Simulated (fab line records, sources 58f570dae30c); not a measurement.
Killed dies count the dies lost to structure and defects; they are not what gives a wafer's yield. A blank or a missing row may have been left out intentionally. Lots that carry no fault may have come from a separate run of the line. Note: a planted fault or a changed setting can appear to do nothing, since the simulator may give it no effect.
2 desks looking at one fault :: flow berkeley_cmos170 :: every desk sees just its own numbers, and what lay behind them comes last

THE TOOL OWNER'S DESK: plasma_asher-03
The tool's own readings at UCB170_ZERO_STRIP_07 (strips in O2): means of the sampled wafers that have a number, for each lot that ran on this tool. A lot is out of limits, marked OUT, if its mean lies more than 4 standard deviations from the usual mean; the brackets give that distance.
Columns: A = drypump_motor_current_A at UCB170_ZERO_STRIP_07, usual 5.6 A; B = o2_flow_sccm at UCB170_ZERO_STRIP_07, usual 400.2 sccm; C = oes_product_au at UCB170_ZERO_STRIP_07, usual 0.728 a.u.; D = strip_time_to_endpoint_s at UCB170_ZERO_STRIP_07, usual 21.49 s
lot: L721
first seen here: day 2 05:38
A: 5.1
B: 400.1
C: 0.730
D: 21.53

lot: L723
first seen here: day 2 16:02
A: 4.8
B: 399.5
C: 0.724
D: 21.44

lot: L726
first seen here: day 3 09:46
A: 5.3
B: 399.2
C: 0.723
D: 21.48

lot: L728
first seen here: day 3 19:21
A: 5.1
B: 399.0
C: 0.729
D: 21.51

lot: L733
first seen here: day 4 19:08
A: 5.1
B: 320.0 (-57) OUT
C: 0.709 (-4.1) OUT
D: 22.19 (+13) OUT

lot: L738
first seen here: day 6 01:22
A: 5.1
B: 319.5 (-58) OUT
C: 0.710
D: 22.21 (+13) OUT
This desk's verdict: out of limits on L733, L738, starting with L733 at day 4 19:08 (o2_flow_sccm at UCB170_ZERO_STRIP_07). L721, L723, L726, L728: within limits.

AT THE METROLOGY DESK
What the gauges read, lot by lot, whatever tool the lot ran on: means of the sampled wafers that have a number. A lot is out of limits, marked OUT, if its mean lies more than 4 standard deviations from the usual mean; the brackets give that distance.
Columns: A = PWELL_OVL at UCB170_PWELL_OVL_MEAS_13, usual 1 nm
lot: L719
first seen here: day 3 09:12
A: 0

lot: L721
first seen here: day 3 18:46
A: 3

lot: L720
first seen here: day 3 19:03
A: 4

lot: L723
first seen here: day 4 03:47
A: -2

lot: L722
first seen here: day 4 03:56
A: 3

lot: L726
first seen here: day 4 21:17
A: 6

lot: L724
first seen here: day 4 21:33
A: -2

lot: L727
first seen here: day 4 22:07
A: 6

lot: L728
first seen here: day 5 06:08
A: 2

lot: L732
first seen here: day 6 08:14
A: 5

lot: L733
first seen here: day 6 08:57
A: 1

lot: L738
first seen here: day 7 11:15
A: 3

lot: L741
first seen here: day 8 00:04
A: 3

lot: L739
first seen here: day 8 00:09
A: 9
This desk's verdict: no lot among the 14 shows anything out of limits.

BROUGHT TOGETHER
The tool owner's desk could have raised an alarm at day 4 19:08, on L733, L738.
From the metrology desk's view, nothing was out of limits.
The metrology desk has L733, L738 on record, within its limits.
UCB170_ZERO_STRIP_07 was run on plasma_asher-03 by each of the lots named.

WHAT THE SIMULATOR HAD INSERTED
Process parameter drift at UCB170_ZERO_STRIP_07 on plasma_asher-03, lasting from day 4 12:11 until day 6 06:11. Setting o2_flow_sccm shifted by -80 from 400. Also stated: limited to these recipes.
Lots struck among those shown: L733, L738.
How many hours passed from the start of the fault until each desk's first out-of-limits reading: the tool owner's desk, 7.
